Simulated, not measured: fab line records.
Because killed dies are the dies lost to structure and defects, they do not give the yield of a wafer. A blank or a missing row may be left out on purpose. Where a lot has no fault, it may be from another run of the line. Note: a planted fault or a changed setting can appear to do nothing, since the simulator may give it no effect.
Commonality check across tools -- flow berkeleyCmos170 -- Sample size 15 lots and 45 wafers

## THE REASON FOR OPENING IT
3 of 15 lots carry a flag on the reading GATE_POLY_THK at UCB170_GATE_THK_MEAS_05. Fault-free wafers read 215.4 nm, with a standard deviation of 2.
Rule: a lot is flagged in two cases, either no wafer of it has a number, or all its wafers with numbers fall more than 4 standard deviations from that mean. All remaining lots are regarded as sound.

lot,measured,on,"GATE_POLY_THK (nm), wafer by wafer",flag
L184,day 6 00:35,filmMetro-02,213.1 213.5 213.7,
L185,day 6 00:37,filmMetro-03,215.6 215.9 214.5,
L186,day 6 07:30,filmMetro-02,215.4 216.0 215.3,
L187,day 6 13:07,filmMetro-02,212.9 214.4 214.6,
L188,day 7 01:31,filmMetro-02,212.3 212.5 212.8,
L189,day 7 01:32,filmMetro-04,218.3 219.1 220.6,
L190,day 7 05:06,filmMetro-02,215.0 216.5 216.3,
L192,day 7 23:47,filmMetro-04,159.7 160.6 160.1,FLAGGED
L195,day 8 08:50,filmMetro-03,212.3 211.9 212.2,
L196,day 8 16:11,filmMetro-04,163.3 162.3 161.5,FLAGGED
L197,day 8 16:11,filmMetro-02,165.9 163.9 165.7,FLAGGED
L201,day 9 10:51,filmMetro-02,211.3 212.5 213.3,
L202,day 9 10:52,filmMetro-04,215.9 217.5 216.9,
L206,day 10 21:20,filmMetro-03,213.6 215.2 215.4,
L207,day 10 21:20,filmMetro-04,216.7 217.3 216.7,
The numbers of the flagged lots are 162.6 nm on average: -52.8 nm against the usual, or -26 standard deviations.

## WHICH TOOL RAN EACH LOT
2 process steps preceding the reading are held in the record, out of 331 steps in the route. Every cell lists first the tool, next ch and the chambers used by the sampled wafers, and last the start.
lot,flag,UCB170_PWELL_ETCH_14,UCB170_GATE_CVD_04
L184,,"rieDiel-02 ch 2,3, day 2 23:23","lpcvd-01 ch 0, day 5 23:11"
L185,,"rieDiel-04 ch 1,2, day 3 05:00","lpcvd-01 ch 0, day 5 23:11"
L186,,"rieDiel-04 ch 0,2,3, day 3 07:38","lpcvd-02 ch 0, day 6 05:24"
L187,,"rieDiel-02 ch 1,2,3, day 3 13:52","lpcvd-01 ch 0, day 6 11:43"
L188,,"rieDiel-03 ch 0,1,2, day 4 00:46","lpcvd-02 ch 1, day 7 00:07"
L189,,"rieDiel-04 ch 0,1,2, day 4 00:53","lpcvd-02 ch 0, day 7 00:07"
L190,,"rieDiel-04 ch 0,1, day 4 06:46","lpcvd-01 ch 0, day 7 03:42"
L192,FLAGGED,"rieDiel-03 ch 0,1,2, day 4 22:41","lpcvd-02 ch 0, day 7 22:23"
L195,,"rieDiel-03 ch 0,1, day 5 09:13","lpcvd-01 ch 0, day 8 07:25"
L196,FLAGGED,"rieDiel-02 ch 0,1,3, day 5 17:30","lpcvd-02 ch 0, day 8 14:47"
L197,FLAGGED,"rieDiel-03 ch 0,3, day 5 17:41","lpcvd-02 ch 1, day 8 14:47"
L201,,"rieDiel-04 ch 2,3, day 6 13:56","lpcvd-01 ch 1, day 9 09:27"
L202,,"rieDiel-03 ch 1,2, day 6 17:58","lpcvd-01 ch 1, day 9 09:27"
L206,,"rieDiel-04 ch 0,3, day 7 14:34","lpcvd-02 ch 0, day 10 19:56"
L207,,"rieDiel-04 ch 0,1,2, day 7 18:15","lpcvd-02 ch 1, day 10 19:56"
What the steps here do:
- UCB170_PWELL_ETCH_14: etches Si3N4 in CH3F/Ar/O2, stops on SiO2, target depth 242 nm, time 151 s.
- UCB170_GATE_CVD_04: deposits poly-Si from SiH4, time 1440 s, target thk 214 nm.
- UCB170_GATE_THK_MEAS_05

## FLAGGED AGAINST TOTAL, ONE TOOL AT A TIME (gauges that did the reading follow at the end)
step,tool,lots run,flagged,share of the flagged lots,sound lots run after its first flagged lot
UCB170_PWELL_ETCH_14,rieDiel-02,3,1,some,0
UCB170_PWELL_ETCH_14,rieDiel-03,5,2,some,"2 (L195,L202)"
UCB170_PWELL_ETCH_14,rieDiel-04,7,0,none,-
UCB170_GATE_CVD_04,lpcvd-01,7,0,none,-
UCB170_GATE_CVD_04,lpcvd-02,8,3,all,"2 (L206,L207)"
UCB170_GATE_THK_MEAS_05,filmMetro-02,7,1,some,1 (L201)
UCB170_GATE_THK_MEAS_05,filmMetro-03,3,0,none,-
UCB170_GATE_THK_MEAS_05,filmMetro-04,5,2,some,"2 (L202,L207)"

## THE TABLE: WHAT IT ALLOWS
1 row of the table ran every flagged lot: lpcvd-02 at UCB170_GATE_CVD_04.
- lpcvd-02 at UCB170_GATE_CVD_04 ran 8 lots, 3 of them flagged. Lots that were sound ran on it after the first flagged one (L206, L207); a persistent fault on the entire tool would not allow that. Its own readings (spikeTcCentreC, spikeTcSourceC, susceptorTempC) fall more than 4 standard deviations out on all wafers of the flagged lots.
No row of the table ran every flagged lot and no sound lot after the first.

## WHAT THE SIMULATOR PUT IN
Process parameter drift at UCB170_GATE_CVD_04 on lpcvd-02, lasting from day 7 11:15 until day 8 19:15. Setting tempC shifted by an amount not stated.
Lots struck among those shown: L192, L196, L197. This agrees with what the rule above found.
